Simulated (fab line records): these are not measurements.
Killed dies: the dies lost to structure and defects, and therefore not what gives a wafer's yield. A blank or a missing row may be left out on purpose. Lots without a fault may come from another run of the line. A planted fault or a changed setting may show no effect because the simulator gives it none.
fab line records	flow rit_cmos
[record] lots = 6	wafers = 18	last_day = 8
route steps=202 shown PSD@149 SDANNEAL@153 NSD@158 PLDD@159 NLDD@160 SILICIDE@161 M1@202
lots that met no fault: taken from a fault-free run of the same line
start_h: hours from the record's first day to the start of the lot's first wafer shown	wait_h: hours elapsed since this lot's preceding step	" same as the row above	L1.1+2: a single row standing in for several wafers	- either no value or no given start	* or withheld: withheld	< > ~ a bound
route shown NAME@n: NAME is a module with steps in the file, n the number in the route of the first one	usual: mean and standard deviation over wafers with no fault	same: alike in all rows	chamber/n: place in a boat	sites: per-site readings	_std_site: their standard deviation	_edge_site: mean of outer sites minus mean of inner sites	radius_mm: for every site, how far away it sits from the centre of the wafer	mask NAME#n: copy n	behind: tool/chamber where the wafer was last shaped	hold: reason for holding the lot/hours on hold/outcome of the hold	device: whichever transistor did not switch (one of n, p or np)	end of line: the tests these same wafers got at the end of their route	step lacking rows: just its recipe	killed: the dies lost at the first sort to structure and to defects; this is not the yield of the wafer	map: dies across one wafer; x = killed, . = not, _ = none there
set.NAME: the setting that was run; set.NAME@STEP: the one run at that earlier step	model.NAME: the simulator's own value behind a step, which no gauge read
lots at selected steps of the route; one table per step, one row per wafer
services: the hour from which a tool's chamber was out of use, counted from the record's first day as start_h (under 0 if before that day), plus the number of hours and why
[[steps]]
[step RIT_PSD_HARDBAKE_07]
[recipe] resist = NOVOLAK	temp_c = 140	time_s = 60
[step RIT_PSD_IMPLANT_08]
[recipe] species = BF2	energy_kev = 27	dose_cm2 = 5e+15	tilt_deg = 7
[step RIT_PSD_STRIP_09]
[recipe] chemistry = O2	time_s = 180	resist = NOVOLAK	platen_temp_c = withheld	power_w = 500	pressure_mtorr = 4000	o2_flow_sccm = 4000
[usual] drypump_motor_current_A = 5.6/0.38
lot.wafer	tool	chamber	start_h	wait_h	drypump_motor_current_A	rf_hours_counter_h
L973.1	plasma_asher-04	1	60.59	0.1	5.4	29
L973.2	"	0	"	"	5.2	29
L973.4	"	1	"	"	5.3	-
L981.1	plasma_asher-03	1	101.16	0.1	6.1	44
L981.4	"	0	"	"	6.2	-
L981.6	"	0	"	"	6.2	-
L982.1	plasma_asher-04	0	110.14	0.1	5.2	34
L982.3	"	1	"	"	5.4	-
L982.4	"	0	"	"	5.2	-
L986.3	plasma_asher-01	0	126.16	0.1	5.7	-
L986.4	"	1	"	"	5.3	-
L986.6	"	0	"	"	5.7	-
L989.1	plasma_asher-04	1	146.68	0.1	5.4	37
L989.2	"	0	"	"	5.2	37
L989.5	"	0	"	"	5.2	-
L993.2	plasma_asher-04	1	183.15	0.1	5.3	40
L993.3	"	0	"	"	5.2	-
L993.6	"	0	"	"	5.2	-
[step RIT_PSD_TW_MEAS_10]
[usual] PSD_TW = 3445/18
lot.wafer	tool	chamber	start_h	wait_h	PSD_TW
L973.1	film_metro-01	-	60.76	0.1	3447
L973.2	"	-	"	"	3429
L973.4	"	-	"	"	3442
L981.1	film_metro-01	-	101.33	0.1	3418
L981.4	"	-	"	"	3430
L981.6	"	-	"	"	3427
L982.1	film_metro-02	-	110.32	0.1	3472
L982.3	"	-	"	"	3469
L982.4	"	-	"	"	3473
L986.3	film_metro-01	-	126.30	0.1	3443
L986.4	"	-	"	"	3453
L986.6	"	-	"	"	3436
L989.1	film_metro-04	-	146.85	0.1	3420
L989.2	"	-	"	"	3441
L989.5	"	-	"	"	3456
L993.2	film_metro-02	-	183.34	0.1	3450
L993.3	"	-	"	"	3452
L993.6	"	-	"	"	3445
[step RIT_SDANNEAL_CLEAN_00]
[recipe] chemistry = SC1	mix = 3:3:50	time_s = 600	temp_c = 75
[step RIT_SDANNEAL_CLEAN_01]
[recipe] chemistry = dHF	dilution = 50:1	time_s = 30
[step RIT_SDANNEAL_CLEAN_02]
[recipe] chemistry = SC2	mix = 3:3:50	time_s = 600	temp_c = 75	dry = n2_spin
[step RIT_SDANNEAL_RTA_03]
[recipe] temp_c = 1050	time_s = 5	idle_temp_c = 600	ramp_up_c_per_s = 342	ramp_down_c_per_s = 171	cool_to_c = 600	ambient = N2
[usual] anneal_temp_c_max = 1055.8/1.8	wafer_temp_C_max = 1053.6/1.2
lot.wafer	tool	chamber	start_h	wait_h	anneal_temp_c_max	wafer_temp_C_max
L973.1	rtp_anneal-01	0	61.19	0.0	1053.4	1051.6
L973.2	"	0	"	"	1054.3	1051.5
L973.4	"	0	"	"	1053.3	1051.8
L981.1	rtp_anneal-01	0	101.76	0.0	1053.1	1054.4
L981.4	"	0	"	"	1054.2	1053.7
L981.6	"	0	"	"	1054.2	1054.9
L982.1	rtp_anneal-02	0	110.81	0.0	1056.9	1054.2
L982.3	"	0	"	"	1056.4	1053.3
L982.4	"	0	"	"	1057.8	1054.5
L986.3	rtp_anneal-02	0	126.73	0.0	1057.8	1053.1
L986.4	"	0	"	"	1057.1	1054.8
L986.6	"	0	"	"	1057.3	1052.6
L989.1	rtp_anneal-01	0	147.28	0.0	1053.4	1052.1
L989.2	"	0	"	"	1056.3	1050.9
L989.5	"	0	"	"	1053.5	1053.6
L993.2	rtp_anneal-01	0	183.76	0.0	1054.8	1053.6
L993.3	"	0	"	"	1053.3	1052.8
L993.6	"	0	"	"	1053.9	1052.9
[step RIT_SDANNEAL_RS_MEAS_04]
[recipe] thk_meas_gauge = four-point-probe
[usual] PSD_RS = 115.8/0.3
lot.wafer	tool	chamber	start_h	wait_h	PSD_RS[ohm/sq]
L973.1	film_metro-01	-	61.31	0.1	115.7
L973.2	"	-	"	"	115.7
L973.4	"	-	"	"	115.4
L981.1	film_metro-02	-	101.82	0.0	116.2
L981.4	"	-	"	"	115.9
L981.6	"	-	"	"	116.4
L982.1	film_metro-01	-	110.87	0.0	116.2
L982.3	"	-	"	"	116.1
L982.4	"	-	"	"	115.9
L986.3	film_metro-04	-	126.81	0.1	115.7
L986.4	"	-	"	"	116.0
L986.6	"	-	"	"	115.8
L989.1	film_metro-01	-	147.34	0.0	115.0
L989.2	"	-	"	"	115.6
L989.5	"	-	"	"	115.4
L993.2	film_metro-04	-	183.83	0.1	115.7
L993.3	"	-	"	"	116.0
L993.6	"	-	"	"	115.8
[step RIT_SDANNEAL_RS_MEAS_05]
[recipe] thk_meas_gauge = four-point-probe
[usual] NSD_RS = 84.55/0.27
lot.wafer	tool	chamber	start_h	wait_h	NSD_RS[ohm/sq]
L973.1	film_metro-01	-	61.43	0.1	83.71
L973.2	"	-	"	"	83.99
L973.4	"	-	"	"	84.06
L981.1	film_metro-02	-	101.94	0.1	85.06
L981.4	"	-	"	"	84.73
L981.6	"	-	"	"	84.98
L982.1	film_metro-01	-	110.99	0.1	84.58
L982.3	"	-	"	"	84.32
L982.4	"	-	"	"	84.70
L986.3	film_metro-04	-	126.93	0.1	84.75
L986.4	"	-	"	"	84.70
L986.6	"	-	"	"	84.78
L989.1	film_metro-01	-	147.46	0.1	84.46
L989.2	"	-	"	"	84.11
L989.5	"	-	"	"	84.37
L993.2	film_metro-04	-	183.95	0.1	83.97
L993.3	"	-	"	"	84.46
L993.6	"	-	"	"	84.00
[step RIT_SDANNEAL_RS_MEAS_06]
[recipe] thk_meas_gauge = four-point-probe
[usual] PLDD_RS = 179.6/0.41
lot.wafer	tool	chamber	start_h	wait_h	PLDD_RS[ohm/sq]
L973.1	film_metro-01	-	61.55	0.1	179.6
L973.2	"	-	"	"	179.4
L973.4	"	-	"	"	179.6
L981.1	film_metro-02	-	102.06	0.1	179.5
L981.4	"	-	"	"	179.7
L981.6	"	-	"	"	180.4
L982.1	film_metro-01	-	111.11	0.1	179.9
L982.3	"	-	"	"	179.4
L982.4	"	-	"	"	179.7
L986.3	film_metro-04	-	127.05	0.1	179.7
L986.4	"	-	"	"	180.6
L986.6	"	-	"	"	179.7
L989.1	film_metro-01	-	147.58	0.1	179.4
L989.2	"	-	"	"	180.0
L989.5	"	-	"	"	180.2
L993.2	film_metro-04	-	184.07	0.1	180.2
L993.3	"	-	"	"	180.4
L993.6	"	-	"	"	179.9
[step RIT_SDANNEAL_RS_MEAS_07]
[recipe] thk_meas_gauge = four-point-probe
[usual] NLDD_RS = 151.7/0.43
lot.wafer	tool	chamber	start_h	wait_h	NLDD_RS[ohm/sq]
L973.1	film_metro-01	-	61.67	0.1	151.2
L973.2	"	-	"	"	151.9
L973.4	"	-	"	"	151.9
L981.1	film_metro-02	-	102.18	0.1	151.8
L981.4	"	-	"	"	151.6
L981.6	"	-	"	"	151.1
L982.1	film_metro-01	-	111.23	0.1	151.9
L982.3	"	-	"	"	151.5
L982.4	"	-	"	"	151.5
L986.3	film_metro-04	-	127.17	0.1	151.5
L986.4	"	-	"	"	151.9
L986.6	"	-	"	"	152.2
L989.1	film_metro-01	-	147.70	0.1	151.4
L989.2	"	-	"	"	151.6
L989.5	"	-	"	"	151.4
L993.2	film_metro-04	-	184.19	0.1	151.5
L993.3	"	-	"	"	152.3
L993.6	"	-	"	"	151.7
[step RIT_SILICIDE_WET_ETCH_00]
[recipe] chemistry = BOE	target = SiO2	target_depth_nm = 14	time_s = 15	dry = n2_spin	dilution = 10:1	temp_c = 21.5
[usual] bath_heat_duty_pct = 1.7/0.4	run_length_s = 42.6/1.8
lot.wafer	tool	chamber	start_h	wait_h	bath_heat_duty_pct	run_length_s	model.SiO2_of_FOX2_OXIDATION_00.thk_nm
L973.1	wet_bench-03	3	61.79	0.1	1.7	41.0	149.6
L973.2	"	3	"	"	1.3	41.0	155.2
L973.4	"	3	"	"	1.5	41.0	150.5
L981.1	wet_bench-01	1	102.30	0.1	-	-	178.9
L981.4	"	1	"	"	-	-	190.2
L981.6	"	1	"	"	-	-	181.1
L982.1	wet_bench-01	3	111.35	0.1	-	-	167.5
L982.3	"	3	"	"	-	-	156.9
L982.4	"	3	"	"	-	-	157.2
L986.3	wet_bench-01	3	127.25	0.1	1.0	41.9	148.6
L986.4	"	3	"	"	2.3	41.9	149.1
L986.6	"	3	"	"	1.0	41.9	154.8
L989.1	wet_bench-03	0	147.82	0.1	2.2	45.8	153.5
L989.2	"	0	"	"	1.1	45.8	154.2
L989.5	"	0	"	"	1.7	45.8	153.9
L993.2	wet_bench-04	1	184.29	0.1	2.5	41.3	160.1
L993.3	"	1	"	"	1.8	41.3	153.4
L993.6	"	1	"	"	1.5	41.3	151.2
[step RIT_SILICIDE_SPUTTER_01]
[recipe] material = Ti	target_thk_nm = 30	power_w = 350	chamber_pressure_pa = 0.667	gas = Ar	time_s = 240	substrate_temp_c = 25
[usual] throttle_valve_pct = 30.4/1.7
lot.wafer	tool	chamber	start_h	wait_h	throttle_valve_pct
L973.1	pvd_sputter-03	-	61.80	0.0	31.0
L973.2	"	-	"	"	31.9
L973.4	"	-	"	"	33.0
L981.1	pvd_sputter-03	-	102.31	0.0	33.3
L981.4	"	-	"	"	29.6
L981.6	"	-	"	"	31.9
L982.1	pvd_sputter-02	-	111.36	0.0	28.5
L982.3	"	-	"	"	30.4
L982.4	"	-	"	"	29.2
L986.3	pvd_sputter-02	-	127.26	0.0	30.6
L986.4	"	-	"	"	29.0
L986.6	"	-	"	"	28.9
L989.1	pvd_sputter-03	-	147.83	0.0	30.8
L989.2	"	-	"	"	29.7
L989.5	"	-	"	"	32.9
L993.2	pvd_sputter-01	-	184.31	0.0	29.8
L993.3	"	-	"	"	27.8
L993.6	"	-	"	"	32.1
[step RIT_M1_PROBE_99]
[usual] killed_at_front_end = 7/3.3	killed_dies = 7/3.2	killed_on_rim = 1.9/1.5	killed_open = 3.6/2.2	killed_short = 3.5/2
[same] gross_dies = 264	killed_at_M0_to_M3 = 0	killed_at_M4_up = 0	killed_at_back_side = 0	killed_at_contacts = 0	killed_at_other = 0
lot.wafer	tool	chamber	start_h	wait_h	killed_at_front_end	killed_dies	killed_on_rim	killed_open	killed_short
L973.1	prober-02	-	68.93	0.1	15	15	4	7	8
L973.2	prober-02	-	68.98	0.1	10	10	1	7	3
L973.4	prober-02	-	69.08	0.2	13	13	3	3	10
L981.1	prober-02	-	109.34	0.1	264	264	70	5	6
L981.4	prober-02	-	109.49	0.2	264	264	70	2	3
L981.6	prober-02	-	109.59	0.2	264	264	70	5	5
L982.1	prober-01	-	118.25	0.1	264	264	70	1	2
L982.3	prober-01	-	118.35	0.2	264	264	70	0	2
L982.4	prober-01	-	118.40	0.2	264	264	70	4	5
L986.3	prober-01	-	134.10	0.2	10	10	4	9	1
L986.4	prober-01	-	134.15	0.2	4	4	0	0	4
L986.6	prober-01	-	134.25	0.2	7	7	2	2	5
L989.1	prober-02	-	156.26	0.1	7	7	2	3	4
L989.2	prober-02	-	156.31	0.1	8	8	2	3	5
L989.5	prober-02	-	156.46	0.2	4	4	2	1	3
// killed by level:class
L973.1 SILICIDE:geometric_particle:open=4 REOX:geometric_particle:short=3 FOX1:geometric_particle:short=2 FOX2:geometric_particle:short=1 FOX2:geometric_particle:open=1 GATE:geometric_particle:open=1 GATE:geometric_particle:short=1 SPACER:geometric_particle:open=1
L973.2 GATE:geometric_particle:open=3 SILICIDE:geometric_particle:open=2 FOX1:geometric_particle:open=1 FOX1:geometric_particle:short=1 GATE:geometric_particle:short=1 SPACER:geometric_particle:open=1 SILICIDE:geometric_particle:short=1
L973.4 FOX1:geometric_particle:short=3 SILICIDE:geometric_particle:short=3 REOX:geometric_particle:short=2 SPACER:geometric_particle:short=2 GATE:geometric_particle:open=1 REOX:geometric_particle:open=1 SILICIDE:geometric_particle:open=1
L981.1 SILICIDE:area_etch=253 GATE:geometric_particle:short=4 FOX1:geometric_particle:open=2 SILICIDE:geometric_particle:open=2 FOX1:geometric_particle:short=1 GATE:geometric_particle:open=1 SILICIDE:geometric_particle:short=1
L981.4 SILICIDE:area_etch=259 GATE:geometric_particle:short=1 REOX:geometric_particle:open=1 SPACER:geometric_particle:short=1 SILICIDE:geometric_particle:short=1 SILICIDE:geometric_particle:open=1
L981.6 SILICIDE:area_etch=254 GATE:geometric_particle:short=3 GATE:geometric_particle:open=2 SPACER:geometric_particle:short=2 FOX1:geometric_particle:open=1 SPACER:geometric_particle:open=1 SILICIDE:geometric_particle:open=1
L982.1 SILICIDE:area_etch=261 FOX1:geometric_particle:open=1 FOX2:geometric_particle:short=1 SILICIDE:geometric_particle:short=1
L982.3 SILICIDE:area_etch=262 REOX:geometric_particle:short=1 SILICIDE:geometric_particle:short=1
L982.4 SILICIDE:area_etch=255 GATE:geometric_particle:short=3 GATE:geometric_particle:open=2 FOX1:geometric_particle:short=1 FOX1:geometric_particle:open=1 SILICIDE:geometric_particle:open=1 SILICIDE:geometric_particle:short=1
L986.3 SPACER:geometric_particle:open=5 GATE:geometric_particle:open=3 REOX:geometric_particle:open=1 SPACER:geometric_particle:short=1
L986.4 GATE:geometric_particle:short=3 SPACER:geometric_particle:short=1
L986.6 REOX:geometric_particle:short=3 GATE:geometric_particle:open=2 SPACER:geometric_particle:short=2
L989.1 GATE:geometric_particle:short=3 GATE:geometric_particle:open=2 ACTIVE:geometric_particle:short=1 SILICIDE:geometric_particle:open=1
L989.2 GATE:geometric_particle:short=3 FOX2:geometric_particle:open=2 FOX2:geometric_particle:short=1 GATE:geometric_particle:open=1 SPACER:geometric_particle:short=1
L989.5 GATE:geometric_particle:short=2 FOX1:geometric_particle:short=1 SPACER:geometric_particle:open=1
// map L981.1 (x killed, . not)
________xxxxxxx_______
_____xxxxxxxxxxxxx____
____xxxxxxxxxxxxxxx___
___xxxxxxxxxxxxxxxxx__
__xxxxxxxxxxxxxxxxxxx_
__xxxxxxxxxxxxxxxxxxx_
_xxxxxxxxxxxxxxxxxxxxx
_xxxxxxxxxxxxxxxxxxxxx
_xxxxxxxxxxxxxxxxxxxxx
_xxxxxxxxxxxxxxxxxxxxx
__xxxxxxxxxxxxxxxxxxx_
__xxxxxxxxxxxxxxxxxxx_
___xxxxxxxxxxxxxxxxx__
____xxxxxxxxxxxxxxx___
_____xxxxxxxxxxxxx____
________xxxxxxx_______
// map L982.1 (x killed, . not)
________xxxxxxx_______
_____xxxxxxxxxxxxx____
____xxxxxxxxxxxxxxx___
___xxxxxxxxxxxxxxxxx__
__xxxxxxxxxxxxxxxxxxx_
__xxxxxxxxxxxxxxxxxxx_
_xxxxxxxxxxxxxxxxxxxxx
_xxxxxxxxxxxxxxxxxxxxx
_xxxxxxxxxxxxxxxxxxxxx
_xxxxxxxxxxxxxxxxxxxxx
__xxxxxxxxxxxxxxxxxxx_
__xxxxxxxxxxxxxxxxxxx_
___xxxxxxxxxxxxxxxxx__
____xxxxxxxxxxxxxxx___
_____xxxxxxxxxxxxx____
________xxxxxxx_______
[[services]]
tool	chamber	start_h	hours	kind
plasma_asher-03	-	41.29	28.1	pm
pvd_sputter-01	-	65.23	1.4	repair
wet_bench-04	-	81.17	38.2	pm
pvd_sputter-03	-	92.01	3.6	repair
plasma_asher-03	-	102.36	0.6	repair
wet_bench-03	-	108.23	1.9	pm
pvd_sputter-03	-	132.27	0.6	repair
plasma_asher-04	-	142.29	2.6	repair
pvd_sputter-01	-	173.69	9.4	repair
[[key]]
[first_sign] step = RIT_SILICIDE_WET_ETCH_00	reading = tool_record	direction = missing
[effect] step = RIT_M1_PROBE_99	reading = killed_dies	direction = up	sigmas = 79	usual = 7	struck = 264
[model_effect] step = RIT_SILICIDE_WET_ETCH_00	value = SiO2_of_FOX2_OXIDATION_00.thk_nm	without = 156.5	struck = 171.9
[more_kills_born_at] RIT_SILICIDE_WET_ETCH_00@wet_bench-01 = 1544
met_at RIT_SILICIDE_WET_ETCH_00
struck_wafers L981.1,L981.4,L981.6,L982.1,L982.3,L982.4
later_rows_left_out L981.1,L981.4,L981.6,L982.1,L982.3,L982.4
tester_left_out L981,L982
[fault] kind = skipped_step_whole	tool = wet_bench-01	chamber = -	onset_h = 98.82	steps = RIT_SILICIDE_WET_ETCH_00	scope = struck_lots_only
// tester_left_out: of these lots the tester's yield and bins aren't shown, on N5 and GAA mostly nor the transistor test; their killed dies are dies lost to structure and defects alone, not to doping, threshold or leakage, so they don't give the yield
// later_rows_left_out: the simulator's readings of these wafers behind a module that went badly wrong aren't trusted and aren't shown, but for the sort
